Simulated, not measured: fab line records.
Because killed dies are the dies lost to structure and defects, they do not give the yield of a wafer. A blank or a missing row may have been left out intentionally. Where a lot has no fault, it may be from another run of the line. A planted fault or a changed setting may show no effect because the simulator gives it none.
fab line records	flow rit_cmos
record lots=6	wafers=18	last_day=6
route steps=202 shown NWELL@35 PWELL@39 WELLDRIVE@50 NRETRO@53 M1@202
lots that met no fault: from a run of the same line without faults
start_h: hours from the record's opening day to when the first of the lot's shown wafers began	wait_h: hours since the lot's step before	" as in the row above	L1.1+2: a single row standing in for several wafers	- no value, or no start was given	* or withheld: withheld	< > ~ a bound
route shown NAME@n: NAME is a module with steps in the file, n the number in the route of the first one	usual: mean/standard deviation of fault-free wafers	same: alike in all rows	chamber/n: place in a boat	sites: the reading at each site	_std_site: how widely they spread, as a standard deviation	_edge_site: inner sites' mean taken away from outer sites' mean	radius_mm: how far each site lies from the wafer's centre	mask NAME#n: copy n	behind: the tool/chamber that last shaped the wafer	hold: cause of the lot's hold/its duration in hours/its outcome	device: the transistor (n, p or np) that didn't switch	end of line: tests of these same wafers at the route's end	a step with no rows: only its recipe	killed: dies that structure and defects cost at the first sort, which is not the same as the wafer's yield	map: dies across one wafer; x = killed, . = not, _ = none there
set.NAME: the setting that was run; set.NAME@STEP: the one run at that earlier step	model.NAME: the simulator's own value behind a step, which no gauge read
certain route steps with their lots: each step a table, each wafer a row
services: when a tool's chamber went out of use (start_h, in hours from the record's first day, below 0 if earlier), for how many hours, and the reason
## steps
# step RIT_NWELL_HARDBAKE_07
# recipe resist=NOVOLAK	temp_c=140	time_s=120
# step RIT_NWELL_IMPLANT_08
# recipe species=P	energy_kev=170	dose_cm2=5e+13	tilt_deg=7
# step RIT_NWELL_STRIP_09
# recipe chemistry=O2	time_s=180	resist=NOVOLAK	platen_temp_c=withheld	power_w=500	pressure_mtorr=4000	o2_flow_sccm=4000
# usual drypump_motor_current_A=5.5/0.59
lot.wafer	tool	chamber	start_h	wait_h	drypump_motor_current_A	rf_hours_counter_h
L716.1	plasma_asher-03	1	28.58	0.1	6.6	39
L716.5	"	1	"	"	6.6	-
L716.6	"	0	"	"	5.6	-
L719.1	plasma_asher-01	0	42.17	0.1	5.4	42
L719.5	"	1	"	"	5.0	-
L719.6	"	0	"	"	5.4	-
L727.1	plasma_asher-03	1	80.70	0.1	6.6	44
L727.5	"	0	"	"	5.6	-
L727.6	"	1	"	"	6.6	-
L729.4	plasma_asher-01	1	92.82	0.1	5.0	-
L729.5	"	0	"	"	5.4	-
L729.6	"	1	"	"	5.0	-
L732.1	plasma_asher-04	1	105.57	0.1	4.7	48
L732.2	"	0	"	"	6.2	48
L732.5	"	0	"	"	6.2	-
L734.1	plasma_asher-03	1	116.83	0.1	6.6	48
L734.4	"	1	"	"	6.6	-
L734.6	"	0	"	"	5.6	-
# step RIT_NWELL_TW_MEAS_10
# usual NWELL_TW=2119/16
lot.wafer	tool	chamber	start_h	wait_h	NWELL_TW
L716.1	film_metro-04	-	28.76	0.1	2132
L716.5	"	-	"	"	2134
L716.6	"	-	"	"	2134
L719.1	film_metro-03	-	42.35	0.1	2098
L719.5	"	-	"	"	2110
L719.6	"	-	"	"	2106
L727.1	film_metro-02	-	80.87	0.1	2121
L727.5	"	-	"	"	2112
L727.6	"	-	"	"	2116
L729.4	film_metro-04	-	92.97	0.1	2142
L729.5	"	-	"	"	2131
L729.6	"	-	"	"	2137
L732.1	film_metro-04	-	105.74	0.1	2144
L732.2	"	-	"	"	2138
L732.5	"	-	"	"	2137
L734.1	film_metro-03	-	117.00	0.1	2101
L734.4	"	-	"	"	2099
L734.6	"	-	"	"	2112
# step RIT_PWELL_HMDS_00
# recipe prime_time_s=60	prime_temp_c=140
# step RIT_PWELL_COAT_01
# recipe resist=NOVOLAK	spin_rpm=2000	resist_thk_nm=1300
# step RIT_PWELL_SOFTBAKE_02
# recipe resist=NOVOLAK	temp_c=90	time_s=60
# step RIT_PWELL_EXPOSE_03
# recipe mask_id=M3	na=0.57	target_cd_nm=43700	dose_mj=250
# step RIT_PWELL_PEB_04
# recipe resist=NOVOLAK	temp_c=withheld	time_s=withheld
# step RIT_PWELL_DEVELOP_05
# recipe resist=NOVOLAK	develop_time_s=68	dev_temp_c=23
# step RIT_PWELL_OVL_MEAS_06
# usual PWELL_OVL=-1.1/1.2
lot.wafer	tool	chamber	start_h	wait_h	PWELL_OVL[nm]
L716.1	overlay-01	-	29.71	-	-2.2
L716.5	"	-	"	"	-0.9
L716.6	"	-	"	"	-2.1
L719.1	overlay-01	-	43.29	-	-1.0
L719.5	"	-	"	"	-0.5
L719.6	"	-	"	"	-1.2
L727.1	overlay-01	-	82.09	-	-1.7
L727.5	"	-	"	"	-2.4
L727.6	"	-	"	"	-1.5
L729.4	overlay-01	-	93.90	-	-2.3
L729.5	"	-	"	"	-4.3
L729.6	"	-	"	"	-3.3
L732.1	overlay-02	-	106.81	-	-1.8
L732.2	"	-	"	"	-1.6
L732.5	"	-	"	"	-0.1
L734.1	overlay-02	-	118.07	-	-0.4
L734.4	"	-	"	"	-1.7
L734.6	"	-	"	"	-1.4
# step RIT_PWELL_HARDBAKE_07
# recipe resist=NOVOLAK	temp_c=140	time_s=120
# step RIT_PWELL_IMPLANT_08
# recipe species=B	energy_kev=170	dose_cm2=7e+13	tilt_deg=7
# usual dose_ions_cm2=7e+13/8.8e+10	faraday_current_uA=222/4.5
lot.wafer	tool	chamber	start_h	wait_h	dose_ions_cm2	faraday_current_uA
L716.1	implanter-03	0	30.00	0.2	6.995e+13	219
L716.5	"	0	"	"	6.995e+13	223
L716.6	"	0	"	"	6.996e+13	226
L719.1	implanter-01	0	43.57	0.2	6.998e+13	220
L719.5	"	0	"	"	6.996e+13	217
L719.6	"	0	"	"	7.004e+13	225
L727.1	implanter-03	0	82.37	0.2	1.0096e+14	328
L727.5	"	0	"	"	1.0089e+14	328
L727.6	"	0	"	"	1.0098e+14	318
L729.4	implanter-03	0	94.24	0.2	1.0104e+14	331
L729.5	"	0	"	"	1.0093e+14	311
L729.6	"	0	"	"	1.0095e+14	326
L732.1	implanter-02	0	107.09	0.2	7.005e+13	223
L732.2	"	0	"	"	7.008e+13	226
L732.5	"	0	"	"	6.996e+13	221
L734.1	implanter-02	0	118.35	0.2	7.001e+13	226
L734.4	"	0	"	"	7.002e+13	211
L734.6	"	0	"	"	7.002e+13	227
# step RIT_PWELL_STRIP_09
# recipe chemistry=O2	time_s=180	resist=NOVOLAK	platen_temp_c=withheld	power_w=500	pressure_mtorr=4000	o2_flow_sccm=4000
# usual drypump_motor_current_A=5.7/0.53
lot.wafer	tool	chamber	start_h	wait_h	drypump_motor_current_A	rf_hours_counter_h
L716.1	plasma_asher-03	1	30.15	0.1	6.6	39
L716.5	"	1	"	"	6.6	-
L716.6	"	0	"	"	5.5	-
L719.1	plasma_asher-02	0	43.72	0.1	5.9	21
L719.5	"	1	"	"	5.5	-
L719.6	"	0	"	"	5.9	-
L727.1	plasma_asher-02	1	82.52	0.1	5.5	25
L727.5	"	1	"	"	5.5	-
L727.6	"	0	"	"	5.9	-
L729.4	plasma_asher-03	1	94.37	0.1	6.6	-
L729.5	"	1	"	"	6.5	-
L729.6	"	0	"	"	5.5	-
L732.1	plasma_asher-04	0	107.24	0.1	6.2	48
L732.2	"	1	"	"	4.7	48
L732.5	"	0	"	"	6.2	-
L734.1	plasma_asher-04	1	118.50	0.1	4.7	50
L734.4	"	1	"	"	4.7	-
L734.6	"	0	"	"	6.2	-
# step RIT_PWELL_TW_MEAS_10
# usual PWELL_TW=941/6.7
lot.wafer	tool	chamber	start_h	wait_h	PWELL_TW
L716.1	film_metro-03	-	30.32	0.1	934
L716.5	"	-	"	"	930
L716.6	"	-	"	"	936
L719.1	film_metro-02	-	43.90	0.1	938
L719.5	"	-	"	"	942
L719.6	"	-	"	"	942
L727.1	film_metro-02	-	82.70	0.1	1059
L727.5	"	-	"	"	1050
L727.6	"	-	"	"	1059
L729.4	film_metro-03	-	94.52	0.1	1055
L729.5	"	-	"	"	1055
L729.6	"	-	"	"	1056
L732.1	film_metro-02	-	107.42	0.1	940
L732.2	"	-	"	"	937
L732.5	"	-	"	"	942
L734.1	film_metro-02	-	118.68	0.1	944
L734.4	"	-	"	"	939
L734.6	"	-	"	"	939
# step RIT_WELLDRIVE_ANNEAL_00
# recipe temp_c=1100	time_s=14700	ambient=N2
# step RIT_WELLDRIVE_RS_MEAS_01
# recipe thk_meas_gauge=four-point-probe
# usual NWELL_RS=275.2/0.68
lot.wafer	tool	chamber	start_h	wait_h	NWELL_RS[ohm/sq]
L716.1	film_metro-03	-	37.20	0.0	275.0
L716.5	"	-	"	"	275.2
L716.6	"	-	"	"	274.8
L719.1	film_metro-02	-	49.04	0.0	274.7
L719.5	"	-	"	"	275.3
L719.6	"	-	"	"	275.6
L727.1	film_metro-04	-	87.84	0.0	275.8
L727.5	"	-	"	"	275.6
L727.6	"	-	"	"	274.9
L729.4	film_metro-03	-	99.69	0.1	275.0
L729.5	"	-	"	"	274.8
L729.6	"	-	"	"	274.5
L732.1	film_metro-03	-	112.56	0.0	275.1
L732.2	"	-	"	"	275.0
L732.5	"	-	"	"	275.3
L734.1	film_metro-02	-	124.27	0.0	275.7
L734.4	"	-	"	"	276.7
L734.6	"	-	"	"	275.6
# step RIT_WELLDRIVE_RS_MEAS_02
# recipe thk_meas_gauge=four-point-probe
# usual PWELL_RS=429.9/1.2
lot.wafer	tool	chamber	start_h	wait_h	PWELL_RS[ohm/sq]
L716.1	film_metro-03	-	37.32	0.1	431.8
L716.5	"	-	"	"	430.0
L716.6	"	-	"	"	429.4
L719.1	film_metro-02	-	49.16	0.1	431.6
L719.5	"	-	"	"	431.6
L719.6	"	-	"	"	430.3
L727.1	film_metro-04	-	87.96	0.1	341.9
L727.5	"	-	"	"	341.9
L727.6	"	-	"	"	341.5
L729.4	film_metro-03	-	99.81	0.1	341.7
L729.5	"	-	"	"	342.6
L729.6	"	-	"	"	342.5
L732.1	film_metro-03	-	112.68	0.1	429.0
L732.2	"	-	"	"	430.6
L732.5	"	-	"	"	429.6
L734.1	film_metro-02	-	124.39	0.1	428.9
L734.4	"	-	"	"	429.8
L734.6	"	-	"	"	429.6
# step RIT_NRETRO_HMDS_00
# recipe prime_time_s=60	prime_temp_c=140
# step RIT_M1_PROBE_99
# usual killed_at_contacts=0.1/0.27	killed_at_front_end=6.1/2.9	killed_dies=6.2/2.9	killed_open=3.2/1.9	killed_short=3/1.9
# same gross_dies=264	killed_at_M0_to_M3=0	killed_at_M4_up=0	killed_at_back_side=0	killed_at_other=0
lot.wafer	tool	chamber	start_h	wait_h	killed_at_contacts	killed_at_front_end	killed_dies	killed_open	killed_short	model.etest.nmos_0p3.r_on_ohm_um	model.etest.nmos_0p15.r_on_ohm_um	model.etest.pwell_pinched.rs_ohm_sq	model.etest.pwell.rs_ohm_sq	model.etest.nmos_turned.drive_ua_um	model.etest.nmos_0p15.drive_ua_um	model.etest.nmos_narrow.drive_ua_um	model.etest.nmos_0p3.drive_ua_um
L716.1	prober-01	-	66.87	0.1	0	4	4	2	2	2155	1149	461.7	415.7	322.5	451.3	226.4	223.2
L716.5	prober-01	-	67.07	0.2	0	5	5	2	3	2149	1111	453.8	412.8	324.5	464.5	229.1	226.9
L716.6	prober-01	-	67.12	0.2	0	4	4	1	3	2124	1125	457.8	407.8	334.4	473.4	233.4	230.2
L719.1	prober-02	-	77.68	0.1	0	5	5	5	0	2129	1119	463.6	411.4	339.2	478.8	230.7	226.9
L719.5	prober-02	-	77.88	0.2	0	4	4	1	3	2104	1080	460.1	417.5	333.8	469.7	230.2	225.6
L719.6	prober-02	-	77.93	0.2	0	5	5	4	1	2154	1125	463.3	411.7	328	462	225.6	222.2
L727.1	prober-02	-	116.70	0.1	0	5	5	4	1	2475	1255	360.8	327.8	247.8	391.5	180.7	180.2
L727.5	prober-02	-	116.90	0.2	0	11	11	7	4	2464	1282	360.8	325.6	250.6	391.4	181.7	180.6
L727.6	prober-02	-	116.95	0.2	1	9	10	4	6	2520	1313	362.1	328.6	236.2	376.8	178	177.4
L729.4	prober-02	-	129.15	0.2	0	6	6	2	4	2519	1314	363.1	328.1	241.2	374	170.9	176.2
L729.5	prober-02	-	129.20	0.2	0	3	3	2	1	2496	1294	360.9	327.1	240	378.6	175.2	176.8
L729.6	prober-02	-	129.25	0.2	0	3	3	2	1	2534	1278	357.8	326.1	247.3	374.1	169.2	170.9
L732.1	prober-01	-	144.39	0.1	0	10	10	7	3	2209	1152	450.9	410.5	319.4	466.9	225.4	222.4
L732.2	prober-01	-	144.44	0.1	0	5	5	3	2	2136	1097	451.4	411.9	334.1	477.4	230.3	229.1
L732.5	prober-01	-	144.59	0.2	0	10	10	4	6	2148	1124	450	409	323.4	460	226.4	224.3
L734.1	prober-01	-	154.13	0.1	0	3	3	1	2	2159	1164	461.5	412.1	346.6	481.8	239.7	235.8
L734.4	prober-01	-	154.28	0.2	0	5	5	0	5	2150	1153	456.1	413.2	343.2	469.9	232.6	230.5
L734.6	prober-01	-	154.38	0.2	0	10	10	5	5	2173	1179	464	416.1	336.5	470.4	237.2	233.2
# killed by level:class
L716.1 GATE:geometric_particle:open=1 GATE:geometric_particle:short=1 SPACER:geometric_particle:open=1 SPACER:geometric_particle:short=1
L716.5 SPACER:geometric_particle:open=2 GATE:geometric_particle:short=1 SPACER:geometric_particle:short=1 SILICIDE:geometric_particle:short=1
L716.6 FOX2:geometric_particle:short=1 GATE:geometric_particle:short=1 REOX:geometric_particle:open=1 SPACER:geometric_particle:short=1
L719.1 FOX2:geometric_particle:open=2 GATE:geometric_particle:open=2 SILICIDE:geometric_particle:open=1
L719.5 GATE:geometric_particle:short=2 FOX2:geometric_particle:open=1 REOX:geometric_particle:short=1
L719.6 REOX:geometric_particle:open=2 FOX2:geometric_particle:short=1 FOX2:geometric_particle:open=1 SILICIDE:geometric_particle:open=1
L727.1 SILICIDE:geometric_particle:open=2 FOX1:geometric_particle:short=1 FOX2:geometric_particle:open=1 SPACER:geometric_particle:open=1
L727.5 FOX1:geometric_particle:open=2 GATE:geometric_particle:open=2 SILICIDE:geometric_particle:open=2 FOX1:geometric_particle:short=1 FOX2:geometric_particle:short=1 REOX:geometric_particle:short=1 REOX:geometric_particle:open=1 SILICIDE:geometric_particle:short=1
L727.6 GATE:geometric_particle:short=3 FOX2:geometric_particle:short=2 FOX1:geometric_particle:open=1 FOX2:geometric_particle:open=1 GATE:geometric_particle:open=1 SILICIDE:geometric_particle:open=1 CONTACT:geometric_particle:short=1
L729.4 GATE:geometric_particle:short=2 FOX1:geometric_particle:open=1 FOX2:geometric_particle:short=1 GATE:geometric_particle:open=1 REOX:geometric_particle:short=1
L729.5 FOX1:geometric_particle:open=1 FOX2:geometric_particle:open=1 REOX:geometric_particle:short=1
L729.6 GATE:geometric_particle:open=2 SPACER:geometric_particle:short=1
L732.1 FOX1:geometric_particle:open=3 GATE:geometric_particle:open=3 FOX1:geometric_particle:short=1 GATE:geometric_particle:short=1 REOX:geometric_particle:open=1 SPACER:geometric_particle:short=1
L732.2 SPACER:geometric_particle:open=2 FOX1:geometric_particle:short=1 REOX:geometric_particle:open=1 SILICIDE:geometric_particle:short=1
L732.5 FOX1:geometric_particle:short=3 GATE:geometric_particle:short=2 GATE:geometric_particle:open=2 FOX1:geometric_particle:open=1 REOX:geometric_particle:open=1 SPACER:geometric_particle:short=1
L734.1 FOX2:geometric_particle:short=2 GATE:geometric_particle:open=1
L734.4 SPACER:geometric_particle:short=2 FOX1:geometric_particle:short=1 GATE:geometric_particle:short=1 REOX:geometric_particle:short=1
L734.6 FOX1:geometric_particle:short=2 REOX:geometric_particle:open=2 FOX1:geometric_particle:open=1 FOX2:geometric_particle:open=1 FOX2:geometric_particle:short=1 GATE:geometric_particle:short=1 REOX:geometric_particle:short=1 SPACER:geometric_particle:open=1
## services
tool	chamber	start_h	hours	kind
plasma_asher-02	-	105.11	0.7	repair
plasma_asher-01	-	108.85	9.0	pm
plasma_asher-01	0	108.85	9.0	vent_cycle
plasma_asher-01	1	108.85	9.0	vent_cycle
plasma_asher-01	0	117.85	-	clean
plasma_asher-01	1	117.85	-	clean
## key
first_sign step=RIT_PWELL_IMPLANT_08	reading=dose_ions_cm2	direction=up	sigmas=99+	usual=7e+13	struck=1.0096e+14
effect step=RIT_PWELL_IMPLANT_08	reading=faraday_current_uA	direction=up	sigmas=22	usual=222	struck=324
effect step=RIT_PWELL_TW_MEAS_10	reading=PWELL_TW	direction=up	sigmas=17	usual=941	struck=1056
effect step=RIT_WELLDRIVE_RS_MEAS_02	reading=PWELL_RS	direction=down	sigmas=76	usual=429.9	struck=342.0
model_effect step=RIT_M1_PROBE_99	value=etest.nmos_0p3.r_on_ohm_um	without=2178	struck=2501
met_at RIT_PWELL_IMPLANT_08
struck_wafers L727.1,L727.5,L727.6,L729.4,L729.5,L729.6
tester_left_out L727,L729
onset_between 30.00 82.37
fault kind=process_parameter_drift	tool=implanter-03	chamber=-	onset_h=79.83	steps=RIT_PWELL_IMPLANT_08	channel=dose_cm2	offset=3.0909e+13	shape=step	end_h=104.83	acts_in=these_recipes_only	stated=7e+13
# tester_left_out: of these lots the tester's yield and bins aren't shown, on N5 and GAA mostly nor the transistor test; their killed dies are dies lost to structure and defects alone, not to doping, threshold or leakage, so they don't give the yield
